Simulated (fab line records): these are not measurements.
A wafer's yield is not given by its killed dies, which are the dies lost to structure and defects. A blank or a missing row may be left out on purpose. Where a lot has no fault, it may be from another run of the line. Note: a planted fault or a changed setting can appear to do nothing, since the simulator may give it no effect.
The tool behind it: which one? | flow berkeley-cmos170 | 12 lots with 36 wafers sampled at 2 steps, on a route of 331 steps

WHAT EACH GAUGE READ, for each wafer
UCB170_V1_CD_MEAS_12: the cd target is 700 nm. Usual: 700.4 nm for cd-nm, sd 1.7.
lot  | measured     | on        | cd-nm (nm)        | flag
L777 | day 7 06:50  | cd-sem-01 | 704.1 701.9 702.6 |
L779 | day 7 18:15  | cd-sem-01 | 699.5 700.5 700.6 |
L778 | day 7 18:22  | cd-sem-02 | 700.6 700.3 701.2 |
L780 | day 8 03:11  | cd-sem-02 | 699.1 699.9 699.5 |
L781 | day 8 03:23  | cd-sem-02 | 702.4 703.8 702.6 |
L782 | day 8 13:40  | cd-sem-02 | 698.9 698.3 699.7 |
L783 | day 8 16:46  | cd-sem-02 | 699.8 699.5 701.0 |
L786 | day 9 03:28  | cd-sem-01 | 700.1 700.3 698.7 |
L793 | day 10 19:09 | cd-sem-01 | 643.0 642.7 642.8 | OFF
L792 | day 10 19:23 | cd-sem-02 | 643.8 643.3 644.9 | OFF
L795 | day 10 23:22 | cd-sem-01 | 701.2 700.9 700.8 |
L797 | day 11 14:38 | cd-sem-02 | 697.6 698.9 698.5 |

TOOL THAT RAN EACH LOT (tool first, then ch and the chambers of the sampled wafers, then the start)
lot  | UCB170_V1_PEB_10
L777 | litho-track-04 ch 0, day 7 06:34
L779 | litho-track-04 ch 0, day 7 17:59
L778 | litho-track-02 ch 0, day 7 18:06
L780 | litho-track-02 ch 0, day 8 02:55
L781 | litho-track-03 ch 0, day 8 03:07
L782 | litho-track-02 ch 0, day 8 13:23
L783 | litho-track-04 ch 0, day 8 16:29
L786 | litho-track-03 ch 0, day 9 03:11
L793 | litho-track-04 ch 0, day 10 18:53
L792 | litho-track-04 ch 0, day 10 19:07
L795 | litho-track-02 ch 0, day 10 23:05
L797 | litho-track-02 ch 0, day 11 14:22
- UCB170_V1_PEB_10

AS READ BY THE TOOLS THEMSELVES (means over the sampled wafers that have a number; for cases with no such wafer, the mark the record gives instead)
UCB170_V1_PEB_10. Usual: heater-power-total-W 56.81 W, standard deviation 0.047; plate-temp-C 129.97 C, standard deviation 0.14.
lot  | tool           | heater-power-total-W (W) | plate-temp-C (C) | flag
L777 | litho-track-04 | 56.80                    | 129.88           |
L779 | litho-track-04 | 56.76                    | 130.08           |
L778 | litho-track-02 | 56.79                    | 129.94           |
L780 | litho-track-02 | 56.81                    | 129.98           |
L781 | litho-track-03 | 56.80                    | 129.92           |
L782 | litho-track-02 | 56.76                    | 129.91           |
L783 | litho-track-04 | 56.80                    | 129.88           |
L786 | litho-track-03 | 56.80                    | 129.93           |
L793 | litho-track-04 | 53.05                    | 123.60           | OFF
L792 | litho-track-04 | 53.08                    | 123.35           | OFF
L795 | litho-track-02 | 56.80                    | 129.96           |
L797 | litho-track-02 | 56.82                    | 129.97           |

THE ANSWER, worked out from the rows above alone
Rule: take the mean of a lot's wafers that have a number; if it is more than 3 standard deviations from the usual mean, the lot is off. Also off: a lot with no number at a reading for which 4 or more lots have one. Any other lot the step has rows for is counted as sound. First the gauges in route order, then the tools' own readings, where a lot's mean is used as printed above. The first step at which some lot is off is used, and at that step the reading that is off furthest; a lot without a number counts as furthest.
Off, at UCB170_V1_CD_MEAS_12 on cd-nm: L793, L792.
A tool fits if, at a process step before that reading, it ran every lot that is off, and no sound lot after the first of them. Not tried: the gauges at UCB170_V1_CD_MEAS_12; whatever is off there is also off at UCB170_V1_PEB_10, on other tools, and gauge error can't account for it. One fits: litho-track-04 at UCB170_V1_PEB_10. Its last sound lot is L783 (day 8 16:29), its first lot that is off L793 (day 10 18:53): a fault that began between those two fits.
The tool's own readings at UCB170_V1_PEB_10 bear it out: on the lots that are off they differ by more than 5 times the standard deviation of the sound lots' means. heater-power-total-W reads 53.06 W there against 56.79 W on the sound lots; plate-temp-C reads 123.47 C there against 129.94 C on the sound lots.

WHAT HAD BEEN PUT IN BY THE SIMULATOR
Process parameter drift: litho-track-04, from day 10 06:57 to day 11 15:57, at UCB170_V1_PEB_10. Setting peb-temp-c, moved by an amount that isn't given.
Shown lots that were struck: L793, L792. Same finding as the rule above.
